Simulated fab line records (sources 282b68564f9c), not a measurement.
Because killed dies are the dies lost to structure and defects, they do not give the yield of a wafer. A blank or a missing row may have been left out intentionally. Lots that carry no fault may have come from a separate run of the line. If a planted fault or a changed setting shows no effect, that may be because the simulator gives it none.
Which tool did it? -- flow rit-cmos -- Sampling: 7 lots, 21 wafers, 2 of 202 route steps

== WHAT EACH GAUGE READ, for each wafer ==
RIT_NRETRO_OVL_MEAS_06.
lot,measured,on,NRETRO_OVL (nm)
L492,day 2 15:16,overlay-01,3.2 1.8 2.2
L494,day 3 01:44,overlay-02,-2.1 -0.5 -3.0
L497,day 3 15:57,overlay-02,-1.6 -2.7 -2.8
L500,day 4 06:52,overlay-01,1.9 2.6 1.8
L502,day 4 16:56,overlay-02,-0.2 0.3 -0.6
L505,day 5 08:14,overlay-01,-179.3 -179.0 -181.1
L508,day 5 23:13,overlay-02,1.8 0.0 0.8

== WHICH TOOL RAN EACH LOT (tool, then ch and the chambers of the sampled wafers, then the start) ==
lot,RIT_NRETRO_EXPOSE_03
L492,"iline-stepper-01 ch 0, day 2 14:35"
L494,"iline-stepper-02 ch 0, day 3 01:20"
L497,"iline-stepper-02 ch 0, day 3 15:31"
L500,"iline-stepper-01 ch 0, day 4 06:28"
L502,"iline-stepper-01 ch 0, day 4 16:30"
L505,"iline-stepper-02 ch 0, day 5 07:49"
L508,"iline-stepper-01 ch 0, day 5 22:47"
- RIT_NRETRO_EXPOSE_03: exposes mask M4, target cd 43900 nm.

== THE ANSWER, worked out from the rows above alone ==
Rule: the usual values come from the lots themselves. Put in order of their means at a reading, lots are off if they are a third of the lots or fewer, leave a main group of 4 or more, and stand apart from it by a gap of 3 or more times the standard deviation of the main group's means; of several such gaps the widest counts. Not used: any main group whose means are identical at the precision the tables above print for the reading. A lot without any number at a reading at which 4 lots or more have one is off too. The other lots that the step has rows for count as sound.
Off: L505, seen at RIT_NRETRO_OVL_MEAS_06 (NRETRO_OVL). For the main group the mean is 0.2 nm and the standard deviation 1.8.
If a tool, at a process step before that reading, ran all the lots that are off and no sound lot after the first of them, it fits. Gauges at RIT_NRETRO_OVL_MEAS_06: tried the same way as those tools. This does not decide it: 2 tools fit, namely iline-stepper-02 at RIT_NRETRO_EXPOSE_03 and overlay-01 at RIT_NRETRO_OVL_MEAS_06.

== WHAT THE SIMULATOR HAD INSERTED ==
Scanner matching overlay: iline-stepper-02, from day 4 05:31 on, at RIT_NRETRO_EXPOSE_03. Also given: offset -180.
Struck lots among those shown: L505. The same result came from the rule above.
